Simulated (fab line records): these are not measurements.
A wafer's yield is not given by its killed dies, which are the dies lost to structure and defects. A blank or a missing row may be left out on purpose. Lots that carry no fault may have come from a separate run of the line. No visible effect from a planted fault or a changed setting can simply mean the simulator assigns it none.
2 desks looking at one fault || flow ritCmos || each desk holds nothing but its own numbers, with what lay behind them at the end

== FOR THE TOOL OWNER'S DESK: pvdSputter-03 ==
The tool's own readings at RIT_SILICIDE_SPUTTER_01 (material Ti, target thk 30 nm, time 240 s): means of the sampled wafers that have a number, for each lot that ran on this tool. Any lot whose mean is over 4 standard deviations away from the usual mean is out of limits and marked OUT; that distance is given in the brackets.
Columns: A = throttleValvePct at RIT_SILICIDE_SPUTTER_01, usual 29.9 %
{"lot": "L806", "first seen here": "day 3 08:34", "A": 29.7}
{"lot": "L808", "first seen here": "day 3 21:13", "A": 30.0}
{"lot": "L810", "first seen here": "day 4 10:24", "A": 29.9}
{"lot": "L812", "first seen here": "day 4 15:07", "A": 30.0}
{"lot": "L814", "first seen here": "day 5 04:08", "A": 30.2}
{"lot": "L820", "first seen here": "day 6 05:28", "A": 30.4}
{"lot": "L822", "first seen here": "day 6 16:22", "A": 30.1}
Finding of this desk: none of the 7 lots has anything out of limits.

== METROLOGY DESK ==
What the gauges read for every lot (on any tool): the sampled wafers with a number, averaged. Any lot whose mean is over 4 standard deviations away from the usual mean is out of limits and marked OUT; that distance is given in the brackets.
Columns: A = SILICIDE_TI_RS at RIT_SILICIDE_RS_MEAS_02, usual 47.8 ohm/sq; B = SILICIDE_TI_THK at RIT_SILICIDE_THK_MEAS_03, usual 29.6 nm
{"lot": "L805", "first seen here": "day 3 05:52", "A": 48.4, "B": 29.3}
{"lot": "L806", "first seen here": "day 3 08:43", "A": 47.0, "B": 30.4}
{"lot": "L807", "first seen here": "day 3 13:34", "A": 47.2, "B": 29.9}
{"lot": "L808", "first seen here": "day 3 21:25", "A": 48.2, "B": 29.5}
{"lot": "L809", "first seen here": "day 3 23:56", "A": 48.6, "B": 29.0}
{"lot": "L810", "first seen here": "day 4 10:33", "A": 47.3, "B": 29.9}
{"lot": "L811", "first seen here": "day 4 12:16", "A": 48.4, "B": 29.3}
{"lot": "L812", "first seen here": "day 4 15:19", "A": 47.5, "B": 29.8}
{"lot": "L813", "first seen here": "day 4 20:36", "A": 48.5, "B": 29.3}
{"lot": "L814", "first seen here": "day 5 04:20", "A": 47.1, "B": 29.9}
{"lot": "L815", "first seen here": "day 5 09:20", "A": 47.9, "B": 29.6}
{"lot": "L820", "first seen here": "day 6 05:37", "A": 50.4, "B": 28.3}
{"lot": "L822", "first seen here": "day 6 16:31", "A": 49.6, "B": 28.8}
{"lot": "L827", "first seen here": "day 7 18:43", "A": 48.8, "B": 29.2}
Finding of this desk: none of the 14 lots has anything out of limits.

== BROUGHT TOGETHER ==
Nothing out of limits was seen by the tool owner's desk.
The metrology desk saw nothing out of limits.

== WHAT THE SIMULATOR HAD PUT IN ==
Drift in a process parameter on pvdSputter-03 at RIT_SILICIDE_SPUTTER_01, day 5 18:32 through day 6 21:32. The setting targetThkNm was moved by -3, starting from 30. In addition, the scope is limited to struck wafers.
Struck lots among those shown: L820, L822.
